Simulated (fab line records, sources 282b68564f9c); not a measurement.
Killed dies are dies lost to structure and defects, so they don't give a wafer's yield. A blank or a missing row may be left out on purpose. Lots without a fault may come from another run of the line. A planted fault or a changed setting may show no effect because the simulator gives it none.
A struck lot beside a sound one | flow rit_cmos | 17 steps out of a route of 202
Sound: wafers L864.2, L864.4, L864.5. Struck: wafers L869.2, L869.3, L869.4. The cause comes at the end.
At each step with rows: each side's tool, then ch and its chambers, then its first start. Under that, the readings that differ: sound wafers | struck wafers | difference of the means | sigmas: that difference in standard deviations of wafers without a fault.
alike: readings whose means differ by less than 2 such deviations, and words and numbers that are the same on both sides. not compared: withheld readings, readings that some wafer has no value for, bounds like >300 that may hide the same value, and numbers for which the record gives no deviation and whose values overlap.
The two part at a step that has a row with sigmas, a row that says differs or no value, or rows on one side only. Numbers that don't overlap but have no deviation are shown without sigmas and don't part them. A reading that every wafer of one side lacks parts them only if that side has two wafers or more.

first, 2 steps without rows for these wafers: RIT_NRETRO_HARDBAKE_07 (time 120 s); RIT_NRETRO_IMPLANT_08.
RIT_NRETRO_STRIP_09: strips in O2, time 180 s.
  sound on plasma_asher-04 ch 1, day 3 12:20; struck on plasma_asher-04 ch 0,1, day 4 12:31
  alike: drypump_motor_current_A, rf_refl_power_W
  not compared: rf_hours_counter_h
RIT_NRETRO_TW_MEAS_10:
  sound on film_metro-03, day 3 12:32; struck on film_metro-03, day 4 12:42
  alike: NRETRO_TW
then, 6 steps without rows for these wafers: RIT_PRETRO_HMDS_00 (prime time 60 s); RIT_PRETRO_COAT_01 (resist thk 1300 nm); RIT_PRETRO_SOFTBAKE_02 (time 60 s); RIT_PRETRO_EXPOSE_03 (exposes mask M5, target cd 43700 nm); RIT_PRETRO_PEB_04; RIT_PRETRO_DEVELOP_05 (develop time 68 s).
RIT_PRETRO_OVL_MEAS_06:
  sound on overlay-01, day 3 13:28; struck on overlay-02, day 4 13:38
  alike: PRETRO_OVL
then, 1 step without rows for these wafers: RIT_PRETRO_HARDBAKE_07 (time 120 s).
RIT_PRETRO_IMPLANT_08:
  sound on implanter-03 ch 0, day 3 13:46; struck on implanter-01 ch 0, day 4 13:56
  reading                   | sound             | struck            | difference | sigmas
  implant_ion_amu           | 11 11 11          | 49 49 49          | +38        |
  model.implant.rp_nm (nm)  | 144.3 144.3 144.3 | 33.49 33.49 33.49 | -110.81    |
  model.implant.drp_nm (nm) | 55.07 55.07 55.07 | 17.23 17.23 17.23 | -37.84     |
RIT_PRETRO_STRIP_09: strips in O2, time 180 s.
  sound on plasma_asher-03 ch 0,1, day 3 13:53; struck on plasma_asher-01 ch 0,1, day 4 14:04
  reading                     | sound       | struck      | difference | sigmas
  drypump_motor_current_A (A) | 5.7 6.4 6.4 | 5.0 5.0 5.5 | -1.0       | -2
  alike: rf_refl_power_W
  not compared: rf_hours_counter_h
RIT_PRETRO_TW_MEAS_10:
  sound on film_metro-04, day 3 14:05; struck on film_metro-01, day 4 14:15
  reading   | sound       | struck      | difference | sigmas
  PRETRO_TW | 474 475 474 | 783 780 778 | +306       | +90
then, 1 step without rows for these wafers: RIT_GATE_WET_ETCH_00 (etches SiO2 in BOE, target depth 56 nm, time 60 s).
RIT_M1_PROBE_99:
  sound on prober-02, day 4 17:35; struck on prober-01, day 5 17:50
  reading      | sound  | struck | difference | sigmas
  killed_short | 5 4 11 | 3 3 0  | -5         | -2
  alike: killed_at_M0_to_M3, killed_at_contacts, killed_at_front_end, killed_dies, killed_open

WHERE THEY PART
First at RIT_PRETRO_STRIP_09; last, within this record, at RIT_M1_PROBE_99.

WHY: what the simulator had put in
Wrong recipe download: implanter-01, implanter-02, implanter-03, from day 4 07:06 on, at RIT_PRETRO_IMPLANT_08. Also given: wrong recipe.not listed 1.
